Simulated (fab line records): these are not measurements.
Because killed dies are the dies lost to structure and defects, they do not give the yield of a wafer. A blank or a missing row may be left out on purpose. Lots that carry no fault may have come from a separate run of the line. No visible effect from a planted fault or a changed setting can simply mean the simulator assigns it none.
What tool caused it? / flow berkeleyCmos170 / 15 lots, 45 wafers sampled, at 3 steps of a route of 331

## WHAT EACH GAUGE READ, for each wafer
UCB170_NSD_OVL_MEAS_07.
lot=L536; measured=day 8 05:59; on=overlay-02; NSD_OVL (nm)=-5 -5 2
lot=L535; measured=day 8 07:07; on=overlay-02; NSD_OVL (nm)=1 -4 1
lot=L539; measured=day 8 16:55; on=overlay-02; NSD_OVL (nm)=0 -4 -2
lot=L540; measured=day 8 17:17; on=overlay-02; NSD_OVL (nm)=2 -5 -3
lot=L537; measured=day 8 17:25; on=overlay-01; NSD_OVL (nm)=-6 3 3
lot=L541; measured=day 8 19:48; on=overlay-02; NSD_OVL (nm)=5 -1 -2
lot=L543; measured=day 9 14:35; on=overlay-02; NSD_OVL (nm)=0 1 -11
lot=L544; measured=day 9 14:55; on=overlay-02; NSD_OVL (nm)=-7 0 -4
lot=L547; measured=day 10 06:11; on=overlay-01; NSD_OVL (nm)=1 -4 0
lot=L546; measured=day 10 06:41; on=overlay-02; NSD_OVL (nm)=2 4 5
lot=L550; measured=day 11 05:50; on=overlay-02; NSD_OVL (nm)=1 2 2
lot=L549; measured=day 11 06:34; on=overlay-01; NSD_OVL (nm)=1 2 5
lot=L554; measured=day 11 22:17; on=overlay-02; NSD_OVL (nm)=-4 -5 3
lot=L557; measured=day 12 11:07; on=overlay-02; NSD_OVL (nm)=-6 -5 -9
lot=L558; measured=day 12 23:21; on=overlay-02; NSD_OVL (nm)=-6 -2 -10

UCB170_V1_THK_MEAS_04.
lot=L536; measured=day 8 18:20; on=filmMetro-04; V1_POLISHED_THK (nm)=1000.9 1000.9 999.8
lot=L535; measured=day 8 20:13; on=filmMetro-04; V1_POLISHED_THK (nm)=1001.8 1000.7 998.0
lot=L539; measured=day 9 03:54; on=filmMetro-03; V1_POLISHED_THK (nm)=998.7 999.3 999.5
lot=L540; measured=day 9 06:34; on=filmMetro-04; V1_POLISHED_THK (nm)=999.6 998.3 998.5
lot=L537; measured=day 9 06:34; on=filmMetro-02; V1_POLISHED_THK (nm)=998.5 999.5 999.5
lot=L541; measured=day 9 07:55; on=filmMetro-02; V1_POLISHED_THK (nm)=1000.2 1001.3 1000.5
lot=L543; measured=day 10 05:12; on=filmMetro-02; V1_POLISHED_THK (nm)=1000.2 998.8 999.2
lot=L544; measured=day 10 06:32; on=filmMetro-04; V1_POLISHED_THK (nm)=1000.5 999.5 1000.5
lot=L547; measured=day 10 18:06; on=filmMetro-02; V1_POLISHED_THK (nm)=1000.5 998.9 1001.3
lot=L546; measured=day 10 23:26; on=filmMetro-04; V1_POLISHED_THK (nm)=1000.1 999.4 1000.2
lot=L550; measured=day 11 19:28; on=filmMetro-03; V1_POLISHED_THK (nm)=999.5 1001.8 1000.7
lot=L549; measured=day 11 20:52; on=filmMetro-03; V1_POLISHED_THK (nm)=1001.9 1002.7 1000.9
lot=L554; measured=day 12 12:31; on=filmMetro-03; V1_POLISHED_THK (nm)=1000.3 1000.2 1001.0
lot=L557; measured=day 13 02:01; on=filmMetro-04; V1_POLISHED_THK (nm)=999.8 1002.0 999.8
lot=L558; measured=day 13 10:01; on=filmMetro-02; V1_POLISHED_THK (nm)=1000.4 1001.3 1003.0

## WHAT TOOL EACH LOT RAN ON (gives the tool, then ch and the chambers of the sampled wafers, and finally the start)
lot=L536; UCB170_SILICIDE_RTA_04=rtpAnneal-02 ch 0, day 8 08:52
lot=L535; UCB170_SILICIDE_RTA_04=rtpAnneal-02 ch 0, day 8 10:27
lot=L539; UCB170_SILICIDE_RTA_04=rtpAnneal-01 ch 0, day 8 19:04
lot=L540; UCB170_SILICIDE_RTA_04=rtpAnneal-02 ch 0, day 8 19:44
lot=L537; UCB170_SILICIDE_RTA_04=rtpAnneal-01 ch 0, day 8 20:01
lot=L541; UCB170_SILICIDE_RTA_04=rtpAnneal-01 ch 0, day 8 22:08
lot=L543; UCB170_SILICIDE_RTA_04=rtpAnneal-02 ch 0, day 9 18:04
lot=L544; UCB170_SILICIDE_RTA_04=rtpAnneal-02 ch 0, day 9 18:38
lot=L547; UCB170_SILICIDE_RTA_04=rtpAnneal-02 ch 0, day 10 08:19
lot=L546; UCB170_SILICIDE_RTA_04=rtpAnneal-02 ch 0, day 10 08:56
lot=L550; UCB170_SILICIDE_RTA_04=rtpAnneal-01 ch 0, day 11 08:20
lot=L549; UCB170_SILICIDE_RTA_04=rtpAnneal-02 ch 0, day 11 09:14
lot=L554; UCB170_SILICIDE_RTA_04=rtpAnneal-01 ch 0, day 12 01:10
lot=L557; UCB170_SILICIDE_RTA_04=rtpAnneal-01 ch 0, day 12 13:16
lot=L558; UCB170_SILICIDE_RTA_04=rtpAnneal-01 ch 0, day 13 01:29
- UCB170_SILICIDE_RTA_04: time 15 s.

## WHAT THE TOOLS THEMSELVES READ (means of the sampled wafers that have a number; where no wafer has one, the mark that the record gives instead)
UCB170_SILICIDE_RTA_04.
lot=L536; tool=rtpAnneal-02; lampPowerPct (%)=9.9; wafer_temp_C_max=652.3
lot=L535; tool=rtpAnneal-02; lampPowerPct (%)=9.9; wafer_temp_C_max=652.4
lot=L539; tool=rtpAnneal-01; lampPowerPct (%)=10.9; wafer_temp_C_max=654.1
lot=L540; tool=rtpAnneal-02; lampPowerPct (%)=9.9; wafer_temp_C_max=652.2
lot=L537; tool=rtpAnneal-01; lampPowerPct (%)=10.9; wafer_temp_C_max=653.4
lot=L541; tool=rtpAnneal-01; lampPowerPct (%)=10.9; wafer_temp_C_max=653.8
lot=L543; tool=rtpAnneal-02; lampPowerPct (%)=9.9; wafer_temp_C_max=652.5
lot=L544; tool=rtpAnneal-02; lampPowerPct (%)=9.9; wafer_temp_C_max=652.2
lot=L547; tool=rtpAnneal-02; lampPowerPct (%)=12.6; wafer_temp_C_max=722.7
lot=L546; tool=rtpAnneal-02; lampPowerPct (%)=12.6; wafer_temp_C_max=722.6
lot=L550; tool=rtpAnneal-01; lampPowerPct (%)=10.9; wafer_temp_C_max=653.6
lot=L549; tool=rtpAnneal-02; lampPowerPct (%)=12.6; wafer_temp_C_max=722.0
lot=L554; tool=rtpAnneal-01; lampPowerPct (%)=10.9; wafer_temp_C_max=653.8
lot=L557; tool=rtpAnneal-01; lampPowerPct (%)=10.9; wafer_temp_C_max=653.0
lot=L558; tool=rtpAnneal-01; lampPowerPct (%)=10.9; wafer_temp_C_max=654.6

## THE ANSWER, worked out from the rows above alone
Rule: the usual values come from the lots themselves. The widest of any qualifying gaps counts: lots, ordered by their means at a reading, are off when they make up no more than a third of the lots, leave a main group of 4 or more, and stand apart from it by 3 or more times the standard deviation of that group's means. If all means in a main group match to the digits the tables above print for the reading, that group is not used. Also off: a lot with no number at a reading for which 4 or more lots have one. Where the step has rows for the other lots, those lots are counted as sound. After the gauges, taken in route order, come the tools' own readings; for these a lot's mean is taken, as printed above. At the first step where some lot is off, the reading lying furthest off is the one used; lots without a number count as furthest.
Off: L547, L546, L549, at UCB170_SILICIDE_RTA_04 (wafer_temp_C_max). The main group has a mean of 653.2 with a standard deviation of 0.8.
A tool fits if, at that step or a process step before it, it ran every lot that is off, and no sound lot after the first of them. One candidate fits, namely rtpAnneal-02 at UCB170_SILICIDE_RTA_04. Its last sound lot is L544 (day 9 18:38), its first lot that is off L547 (day 10 08:19): a fault that began between those two fits.
On the lots that are off, the tool's own readings at UCB170_SILICIDE_RTA_04 differ by more than 5 times the standard deviation of the sound lots' means, which bears it out; wafer_temp_C_max reads 722.4 there versus 653.2 on the sound lots.

## WHAT WAS PUT IN BY THE SIMULATOR
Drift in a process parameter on rtpAnneal-02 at UCB170_SILICIDE_RTA_04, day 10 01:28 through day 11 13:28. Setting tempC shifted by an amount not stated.
Lots struck among those shown: L547, L546, L549. The rule given above showed the same thing.
